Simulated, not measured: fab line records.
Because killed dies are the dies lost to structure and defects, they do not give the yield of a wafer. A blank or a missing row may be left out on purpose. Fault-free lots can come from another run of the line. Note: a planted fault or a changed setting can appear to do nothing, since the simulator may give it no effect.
Which tool did it? || flow berkeley_cmos170 || 42 wafers from 14 lots sampled at 3 of the route's 331 steps

== WHAT EACH GAUGE READ, for each wafer ==
UCB170_NLDD_CD_MEAS_06: the cd target is 1200 nm.
{"lot": "L864", "measured": "day 7 12:09", "on": "cd_sem-02", "cd_nm (nm)": "1200.0 1200.5 1201.7"}
{"lot": "L865", "measured": "day 7 23:02", "on": "cd_sem-02", "cd_nm (nm)": "1197.0 1196.8 1196.2"}
{"lot": "L866", "measured": "day 7 23:13", "on": "cd_sem-01", "cd_nm (nm)": "1198.6 1199.0 1198.9"}
{"lot": "L867", "measured": "day 8 03:48", "on": "cd_sem-01", "cd_nm (nm)": "1199.1 1198.8 1200.6"}
{"lot": "L870", "measured": "day 9 02:02", "on": "cd_sem-02", "cd_nm (nm)": "1198.6 1199.0 1200.0"}
{"lot": "L874", "measured": "day 9 18:40", "on": "cd_sem-01", "cd_nm (nm)": "1200.2 1200.5 1199.8"}
{"lot": "L875", "measured": "day 9 18:58", "on": "cd_sem-02", "cd_nm (nm)": "1199.6 1199.9 1199.7"}
{"lot": "L876", "measured": "day 9 19:13", "on": "cd_sem-01", "cd_nm (nm)": "1201.7 1199.6 1201.2"}
{"lot": "L879", "measured": "day 10 10:20", "on": "cd_sem-01", "cd_nm (nm)": "1198.8 1198.1 1199.1"}
{"lot": "L883", "measured": "day 11 07:02", "on": "cd_sem-02", "cd_nm (nm)": "1199.2 1199.2 1199.5"}
{"lot": "L884", "measured": "day 11 17:44", "on": "cd_sem-02", "cd_nm (nm)": "1199.8 1200.1 1199.4"}
{"lot": "L886", "measured": "day 11 18:56", "on": "cd_sem-02", "cd_nm (nm)": "1200.3 1200.1 1201.3"}
{"lot": "L885", "measured": "day 11 19:38", "on": "cd_sem-01", "cd_nm (nm)": "1202.4 1203.0 1202.4"}
{"lot": "L887", "measured": "day 12 13:06", "on": "cd_sem-02", "cd_nm (nm)": "1200.3 1200.0 1199.3"}

UCB170_CONTACT_CD_MEAS_90: the cd target is 700 nm.
{"lot": "L864", "measured": "day 8 06:51", "on": "cd_sem-02", "cd_nm (nm)": "700.9 701.1 699.6"}
{"lot": "L865", "measured": "day 9 00:41", "on": "cd_sem-01", "cd_nm (nm)": "699.7 701.2 700.0"}
{"lot": "L866", "measured": "day 9 01:22", "on": "cd_sem-01", "cd_nm (nm)": "701.5 701.2 700.9"}
{"lot": "L867", "measured": "day 9 01:52", "on": "cd_sem-01", "cd_nm (nm)": "699.2 701.3 701.0"}
{"lot": "L870", "measured": "day 9 19:13", "on": "cd_sem-02", "cd_nm (nm)": "700.6 699.6 700.0"}
{"lot": "L874", "measured": "day 10 17:01", "on": "cd_sem-02", "cd_nm (nm)": "700.5 700.7 698.5"}
{"lot": "L875", "measured": "day 10 18:58", "on": "cd_sem-02", "cd_nm (nm)": "703.3 701.3 701.3"}
{"lot": "L876", "measured": "day 10 15:54", "on": "cd_sem-02", "cd_nm (nm)": "699.8 700.1 699.3"}
{"lot": "L879", "measured": "day 11 01:03", "on": "cd_sem-02", "cd_nm (nm)": "700.0 700.0 702.0"}
{"lot": "L883", "measured": "day 12 07:49", "on": "cd_sem-02", "cd_nm (nm)": "701.9 701.2 700.4"}
{"lot": "L884", "measured": "day 12 11:14", "on": "cd_sem-02", "cd_nm (nm)": "699.6 700.6 699.2"}
{"lot": "L886", "measured": "day 12 12:26", "on": "cd_sem-01", "cd_nm (nm)": "699.8 700.5 698.7"}
{"lot": "L885", "measured": "day 12 12:32", "on": "cd_sem-02", "cd_nm (nm)": "700.4 698.8 699.6"}
{"lot": "L887", "measured": "day 13 08:53", "on": "cd_sem-01", "cd_nm (nm)": "697.5 700.6 699.6"}

== WHICH TOOL RAN EACH LOT (tool, then ch and the chambers of the sampled wafers, then the start) ==
{"lot": "L864", "UCB170_SILICIDE_WET_ETCH_05": "wet_bench-01 ch 3, day 8 01:51"}
{"lot": "L865", "UCB170_SILICIDE_WET_ETCH_05": "wet_bench-04 ch 0, day 8 18:18"}
{"lot": "L866", "UCB170_SILICIDE_WET_ETCH_05": "wet_bench-04 ch 3, day 8 18:18"}
{"lot": "L867", "UCB170_SILICIDE_WET_ETCH_05": "wet_bench-04 ch 0, day 8 18:18"}
{"lot": "L870", "UCB170_SILICIDE_WET_ETCH_05": "wet_bench-02 ch 1, day 9 14:33"}
{"lot": "L874", "UCB170_SILICIDE_WET_ETCH_05": "wet_bench-02 ch 3, day 10 12:13"}
{"lot": "L875", "UCB170_SILICIDE_WET_ETCH_05": "wet_bench-02 ch 0, day 10 12:35"}
{"lot": "L876", "UCB170_SILICIDE_WET_ETCH_05": "wet_bench-02 ch 0, day 10 11:47"}
{"lot": "L879", "UCB170_SILICIDE_WET_ETCH_05": "wet_bench-02 ch 1, day 10 20:49"}
{"lot": "L883", "UCB170_SILICIDE_WET_ETCH_05": "wet_bench-01 ch 2, day 12 01:10"}
{"lot": "L884", "UCB170_SILICIDE_WET_ETCH_05": "wet_bench-02 ch 0, day 12 06:50"}
{"lot": "L886", "UCB170_SILICIDE_WET_ETCH_05": "wet_bench-02 ch 2, day 12 07:05"}
{"lot": "L885", "UCB170_SILICIDE_WET_ETCH_05": "wet_bench-04 ch 0, day 12 07:17"}
{"lot": "L887", "UCB170_SILICIDE_WET_ETCH_05": "wet_bench-01 ch 3, day 13 03:03"}
- UCB170_SILICIDE_WET_ETCH_05: etches Ti in SPM, time 45 s.

== AS READ BY THE TOOLS THEMSELVES (means over the sampled wafers that have a number; for cases with no such wafer, the mark the record gives instead) ==
UCB170_SILICIDE_WET_ETCH_05.
{"lot": "L864", "tool": "wet_bench-01", "bath_guard_temp_C (C)": 120.6, "bath_heat_duty_pct (%)": 12.9}
{"lot": "L865", "tool": "wet_bench-04", "bath_guard_temp_C (C)": 118.5, "bath_heat_duty_pct (%)": 13.7}
{"lot": "L866", "tool": "wet_bench-04", "bath_guard_temp_C (C)": 119.8, "bath_heat_duty_pct (%)": 11.5}
{"lot": "L867", "tool": "wet_bench-04", "bath_guard_temp_C (C)": 118.7, "bath_heat_duty_pct (%)": 14.2}
{"lot": "L870", "tool": "wet_bench-02", "bath_guard_temp_C (C)": 121.1, "bath_heat_duty_pct (%)": 12.4}
{"lot": "L874", "tool": "wet_bench-02", "bath_guard_temp_C (C)": 119.1, "bath_heat_duty_pct (%)": 10.7}
{"lot": "L875", "tool": "wet_bench-02", "bath_guard_temp_C (C)": 119.5, "bath_heat_duty_pct (%)": 13.1}
{"lot": "L876", "tool": "wet_bench-02", "bath_guard_temp_C (C)": 119.6, "bath_heat_duty_pct (%)": 13.0}
{"lot": "L879", "tool": "wet_bench-02", "bath_guard_temp_C (C)": 120.7, "bath_heat_duty_pct (%)": 12.8}
{"lot": "L883", "tool": "wet_bench-01", "bath_guard_temp_C (C)": 119.9, "bath_heat_duty_pct (%)": 14.2}
{"lot": "L884", "tool": "wet_bench-02", "bath_guard_temp_C (C)": "-", "bath_heat_duty_pct (%)": "-"}
{"lot": "L886", "tool": "wet_bench-02", "bath_guard_temp_C (C)": 119.9, "bath_heat_duty_pct (%)": 14.9}
{"lot": "L885", "tool": "wet_bench-04", "bath_guard_temp_C (C)": "-", "bath_heat_duty_pct (%)": "-"}
{"lot": "L887", "tool": "wet_bench-01", "bath_guard_temp_C (C)": 120.6, "bath_heat_duty_pct (%)": 13.0}

== THE ANSWER, worked out from the rows above alone ==
Rule: the lots themselves supply what counts as usual. Put in order of their means at a reading, lots are off if they are a third of the lots or fewer, leave a main group of 4 or more, and stand apart from it by a gap of 3 or more times the standard deviation of the main group's means; of several such gaps the widest counts. The tables above print the reading to a certain number of digits; a main group whose means all agree to those digits is not used. A lot without any number at a reading at which 4 lots or more have one is off too. Any other lot the step has rows for is counted as sound. First the gauges in route order, then the tools' own readings, where a lot's mean is used as printed above. At the first step where some lot is off, the reading lying furthest off is the one used; lots without a number count as furthest.
Off: L884, L885, at UCB170_SILICIDE_WET_ETCH_05 (bath_guard_temp_C). Without a number there: L884, L885. The main group has a mean of 119.8 C with a standard deviation of 0.78.
If a tool, at that step or one of the process steps before it, ran each lot that is off and ran no sound lot following the first of them, it fits. None of those tried fits.

== WHAT THE SIMULATOR HAD PUT IN ==
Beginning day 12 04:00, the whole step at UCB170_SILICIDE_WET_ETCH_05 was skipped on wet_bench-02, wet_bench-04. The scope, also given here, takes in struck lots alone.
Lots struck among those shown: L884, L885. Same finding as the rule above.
